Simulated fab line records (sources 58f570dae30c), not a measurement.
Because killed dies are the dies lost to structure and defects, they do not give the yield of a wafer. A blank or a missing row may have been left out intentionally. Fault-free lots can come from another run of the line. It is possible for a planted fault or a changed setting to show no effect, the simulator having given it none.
Which of the tools did it? :: flow berkeley cmos170 :: 14 lots (42 wafers sampled), 1 step of a 331-step route

== WHAT THE GAUGES SHOWED, per wafer ==
The record holds no reading of a measuring or inspecting step that can be judged against a usual standard deviation.

== TOOL THAT RAN EACH LOT (tool first, then ch and the chambers of the sampled wafers, then the start) ==
lot: L317
UCB170_M1_STRIP_13: plasma asher-01 ch 0,1, day 8 00:26

lot: L316
UCB170_M1_STRIP_13: plasma asher-02 ch 0,1, day 8 00:35

lot: L314
UCB170_M1_STRIP_13: plasma asher-01 ch 0,1, day 8 00:47

lot: L315
UCB170_M1_STRIP_13: plasma asher-01 ch 0,1, day 8 02:10

lot: L319
UCB170_M1_STRIP_13: plasma asher-04 ch 0,1, day 8 18:01

lot: L322
UCB170_M1_STRIP_13: plasma asher-04 ch 0,1, day 8 21:42

lot: L323
UCB170_M1_STRIP_13: plasma asher-02 ch 0,1, day 9 15:14

lot: L324
UCB170_M1_STRIP_13: plasma asher-02 ch 1, day 9 15:29

lot: L330
UCB170_M1_STRIP_13: plasma asher-04 ch 0,1, day 10 10:11

lot: L329
UCB170_M1_STRIP_13: plasma asher-04 ch 0,1, day 10 10:26

lot: L331
UCB170_M1_STRIP_13: plasma asher-02 ch 0,1, day 10 16:37

lot: L332
UCB170_M1_STRIP_13: plasma asher-04 ch 0,1, day 11 16:51

lot: L336
UCB170_M1_STRIP_13: plasma asher-01 ch 0, day 11 18:20

lot: L337
UCB170_M1_STRIP_13: plasma asher-01 ch 0,1, day 12 06:29
- UCB170_M1_STRIP_13: strips in O2.

== WHAT THE TOOLS THEMSELVES READ (means of the sampled wafers that have a number; where no wafer has one, the mark that the record gives instead) ==
UCB170_M1_STRIP_13. Usual: chamber pressure mTorr 3499 mTorr, standard deviation 3.3; drypump motor current A 5.6 A, standard deviation 0.58; oes product au 0.720 a.u., standard deviation 0.0047.
lot: L317
tool: plasma asher-01
chamber pressure mTorr (mTorr): 3495
drypump motor current A (A): 5.1
oes product au (a.u.): 0.717
flag: 

lot: L316
tool: plasma asher-02
chamber pressure mTorr (mTorr): 3501
drypump motor current A (A): 5.9
oes product au (a.u.): 0.718
flag: 

lot: L314
tool: plasma asher-01
chamber pressure mTorr (mTorr): 3501
drypump motor current A (A): 4.8
oes product au (a.u.): 0.722
flag: 

lot: L315
tool: plasma asher-01
chamber pressure mTorr (mTorr): 3499
drypump motor current A (A): 5.1
oes product au (a.u.): 0.715
flag: 

lot: L319
tool: plasma asher-04
chamber pressure mTorr (mTorr): 3498
drypump motor current A (A): 6.2
oes product au (a.u.): 0.715
flag: 

lot: L322
tool: plasma asher-04
chamber pressure mTorr (mTorr): 3499
drypump motor current A (A): 6.2
oes product au (a.u.): 0.719
flag: 

lot: L323
tool: plasma asher-02
chamber pressure mTorr (mTorr): 3499
drypump motor current A (A): 5.9
oes product au (a.u.): 0.721
flag: 

lot: L324
tool: plasma asher-02
chamber pressure mTorr (mTorr): 3501
drypump motor current A (A): 6.0
oes product au (a.u.): 0.722
flag: 

lot: L330
tool: plasma asher-04
chamber pressure mTorr (mTorr): 3501
drypump motor current A (A): 5.9
oes product au (a.u.): 0.724
flag: 

lot: L329
tool: plasma asher-04
chamber pressure mTorr (mTorr): 3503
drypump motor current A (A): 5.9
oes product au (a.u.): 0.722
flag: 

lot: L331
tool: plasma asher-02
chamber pressure mTorr (mTorr): -
drypump motor current A (A): -
oes product au (a.u.): -
flag: OFF

lot: L332
tool: plasma asher-04
chamber pressure mTorr (mTorr): -
drypump motor current A (A): -
oes product au (a.u.): -
flag: OFF

lot: L336
tool: plasma asher-01
chamber pressure mTorr (mTorr): 3496
drypump motor current A (A): 5.3
oes product au (a.u.): 0.721
flag: 

lot: L337
tool: plasma asher-01
chamber pressure mTorr (mTorr): 3499
drypump motor current A (A): 5.0
oes product au (a.u.): 0.720
flag: 

== THE ANSWER, worked out from the rows above alone ==
Rule: a lot counts as off when the mean over its wafers that have a number is more than 3 standard deviations away from the usual mean. A lot without any number at a reading at which 4 lots or more have one is off too. Where the step has rows for the other lots, those lots are counted as sound. After the gauges, taken in route order, come the tools' own readings; for these a lot's mean is taken, as printed above. At the first step where some lot is off, the reading lying furthest off is the one used; lots without a number count as furthest.
Off: L331, L332 (UCB170_M1_STRIP_13, chamber pressure mTorr). Without a number there: L331, L332.
A tool fits if, at that step or a process step before it, it ran every lot that is off, and no sound lot after the first of them. None of those tried fits.

== WHAT HAD BEEN PUT IN BY THE SIMULATOR ==
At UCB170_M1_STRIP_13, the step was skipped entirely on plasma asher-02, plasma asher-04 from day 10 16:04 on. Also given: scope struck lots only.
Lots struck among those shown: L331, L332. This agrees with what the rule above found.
